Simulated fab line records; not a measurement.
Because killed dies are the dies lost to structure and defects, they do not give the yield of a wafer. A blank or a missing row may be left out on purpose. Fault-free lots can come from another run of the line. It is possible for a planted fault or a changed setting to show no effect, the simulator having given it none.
8D (eight disciplines) problem report, filled in by code || flow berkeleyCmos170 || the parts of the form that need people (team, actions taken, sign-off) are left out

1. THE ISSUE
NWELL_TW at UCB170_NWELL_TW_MEAS_16 reads a mean of 408 on 9 wafers of 3 lots; wafers without a fault read 1254 with a standard deviation of 6.2. That is -99 or more standard deviations from the usual mean.
First seen on wafer L499.1, day 4 08:56, on filmMetro-01. At this step, 42 wafers from 14 lots have a number in the record. The rule behind "out" and "out of limits": a value lying over 4 standard deviations away from the usual mean. All remaining wafers that have a number are taken as sound.

2. WHAT IT IS, AND WHAT IT ISN'T
{"question": "which readings at this step", "is": "NWELL_TW", "is not": "-"}
{"question": "which lots", "is": "L499, L504, L505", "is not": "L490, L491, L492, L493, L494, L495, L503, L507, L509, L511, L513"}
{"question": "which wafers of those lots", "is": "all that have a number", "is not": "-"}
{"question": "read on which gauges", "is": "filmMetro-01, filmMetro-03", "is not": "filmMetro-02"}
{"question": "when", "is": "from day 4 08:56", "is not": "up to then (18 sound wafers); but 15 sound wafers of L503, L507, L509, L511, L513 came after"}

3. WHAT RULES OUT EACH SUSPECT
Counting: any tool at a process step up to the reading is kept as a suspect provided that every lot that is out went through it and no sound lot did after the first of them.
- the gauge at UCB170_NWELL_TW_MEAS_16 has been ruled out. The wafers that are out were read on 2 gauges (filmMetro-01, filmMetro-03).
- lithoTrack-01 at UCB170_NWELL_DEVELOP_11 (develop time 45 s): kept. All lots that are out passed through it, beginning with L499 at day 4 08:00, and no sound lot followed; its final sound lot before that point was L494 at day 3 10:00.
After counting, what remains is lithoTrack-01 at UCB170_NWELL_DEVELOP_11.

4. THE CAUSE (what the simulator had put in)
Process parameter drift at UCB170_NWELL_DEVELOP_11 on lithoTrack-01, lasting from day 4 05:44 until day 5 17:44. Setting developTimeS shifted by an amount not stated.
This tool alone remained once counting was done.

5. SEQUENCE OF EFFECTS, ordered by route
Each row: a reading whose mean over the struck wafers that have a number lies more than 3 standard deviations from the usual. Scope: only readings with a usual standard deviation given in the record; hours: median across lots of the time from each lot's start at the first step in this table that gives one to its start at this step; sigmas: change in usual standard deviations.
{"hours": 0, "step": "UCB170_NWELL_TW_MEAS_16", "reading": "NWELL_TW", "usual": 1254, "on struck wafers": 408, "change": -846, "sigmas": "-99 or more"}

6. HOW IT WOULD HAVE BEEN CAUGHT EARLIER
Counted from the fault's start at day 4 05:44, it took 3 hours until the first out-of-limits reading at a measuring or inspecting step in this record, taken at day 4 08:56.
Tool readings at UCB170_NWELL_DEVELOP_11 with a usual standard deviation given in the record: none out on any struck wafer, hence no alarm at a limit of 4 standard deviations on them.
Among the 3 lots that are out, L504, L505 began UCB170_NWELL_DEVELOP_11 on lithoTrack-01 after day 4 08:56. A hold on the tool at that time would have spared those 2.
